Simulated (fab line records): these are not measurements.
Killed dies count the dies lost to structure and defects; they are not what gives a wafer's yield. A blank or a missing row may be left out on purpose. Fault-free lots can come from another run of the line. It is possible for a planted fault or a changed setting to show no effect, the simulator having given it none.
Check for tools in common | flow berkeley cmos170 | Lots sampled 16, wafers sampled 48

## WHY IT WAS OPENED
UCB170_NSD_OVL_MEAS_07, reading NSD_OVL: flagged on 4 of 16 lots. Wafers without a fault read -1 nm, standard deviation 4.8.
Rule: a lot is flagged when every wafer of it that has a number lies more than 4 standard deviations from that mean, or none has a number. The rest of the lots are taken to be sound.

lot  | measured     | on         | NSD_OVL (nm), wafer by wafer | flag
L327 | day 7 22:21  | overlay-01 | 3 -3 -1                      |
L330 | day 8 09:51  | overlay-02 | -5 -8 -10                    |
L329 | day 8 10:22  | overlay-01 | 9 0 6                        |
L334 | day 9 11:38  | overlay-02 | -2 -3 9                      |
L333 | day 9 11:55  | overlay-02 | 2 3 0                        |
L335 | day 9 12:11  | overlay-01 | 1 4 0                        |
L336 | day 9 12:22  | overlay-02 | -9 -7 -5                     |
L337 | day 9 12:36  | overlay-01 | -1 3 2                       |
L340 | day 10 18:28 | overlay-01 | 1 7 6                        |
L343 | day 11 00:42 | overlay-01 | 5 8 0                        |
L341 | day 11 00:55 | overlay-02 | -164 -161 -163               | FLAGGED
L342 | day 11 00:57 | overlay-01 | -169 -166 -166               | FLAGGED
L345 | day 11 10:25 | overlay-02 | -2 1 -7                      |
L344 | day 11 10:44 | overlay-01 | -154 -153 -151               | FLAGGED
L346 | day 12 09:59 | overlay-02 | -168 -162 -166               | FLAGGED
L349 | day 12 14:52 | overlay-01 | -1 1 -3                      |
The numbers of the flagged lots are -162 nm on average: -161 nm against the usual, or -34 standard deviations.

## TOOL THAT RAN EACH LOT
The record holds 1 process step before the reading, out of a route of 331 steps. Read each cell as the tool, then ch plus the chambers that the sampled wafers visited, then the start.
lot  | flag    | UCB170_NSD_EXPOSE_03
L327 |         | krf scanner-02 ch 0, day 7 21:40
L330 |         | krf scanner-01 ch 0, day 8 09:17
L329 |         | krf scanner-01 ch 0, day 8 09:44
L334 |         | krf scanner-01 ch 0, day 9 11:03
L333 |         | krf scanner-01 ch 0, day 9 11:16
L335 |         | krf scanner-02 ch 0, day 9 11:37
L336 |         | krf scanner-01 ch 0, day 9 11:51
L337 |         | krf scanner-02 ch 0, day 9 12:05
L340 |         | krf scanner-01 ch 0, day 10 17:57
L343 |         | krf scanner-02 ch 0, day 11 00:00
L341 | FLAGGED | krf scanner-02 ch 0, day 11 00:14
L342 | FLAGGED | krf scanner-02 ch 0, day 11 00:22
L345 |         | krf scanner-01 ch 0, day 11 09:53
L344 | FLAGGED | krf scanner-02 ch 0, day 11 10:14
L346 | FLAGGED | krf scanner-02 ch 0, day 12 09:25
L349 |         | krf scanner-01 ch 0, day 12 14:22
What these steps do:
- UCB170_NSD_EXPOSE_03: exposes mask NSELECT MOD, target cd 1200 nm.
- UCB170_NSD_OVL_MEAS_07

## FLAGGED AGAINST TOTAL, ONE TOOL AT A TIME (gauges that did the reading follow at the end)
step                   | tool           | lots run | flagged | share of the flagged lots | sound lots run after its first flagged lot
UCB170_NSD_EXPOSE_03   | krf scanner-01 | 8        | 0       | none                      | -
UCB170_NSD_EXPOSE_03   | krf scanner-02 | 8        | 4       | all                       | 0
UCB170_NSD_OVL_MEAS_07 | overlay-01     | 9        | 2       | some                      | 1 (L349)
UCB170_NSD_OVL_MEAS_07 | overlay-02     | 7        | 2       | some                      | 1 (L345)

## THE TABLE: WHAT IT ALLOWS
In the table, 1 row covers all flagged lots: krf scanner-02 at UCB170_NSD_EXPOSE_03.
- krf scanner-02 at UCB170_NSD_EXPOSE_03 ran 8 lots, 4 of them flagged. A fault beginning between L343 (day 11 00:00), its last sound lot, and L341 (day 11 00:14), its first flagged one, fits the data.
Just one tool remains: krf scanner-02 at UCB170_NSD_EXPOSE_03.

## WHAT THE SIMULATOR HAD INSERTED
Scanner matching overlay: krf scanner-02, from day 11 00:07 on, at UCB170_NSD_EXPOSE_03. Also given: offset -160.
Lots struck among those shown: L341, L342, L344, L346. The rule above reached the same finding.
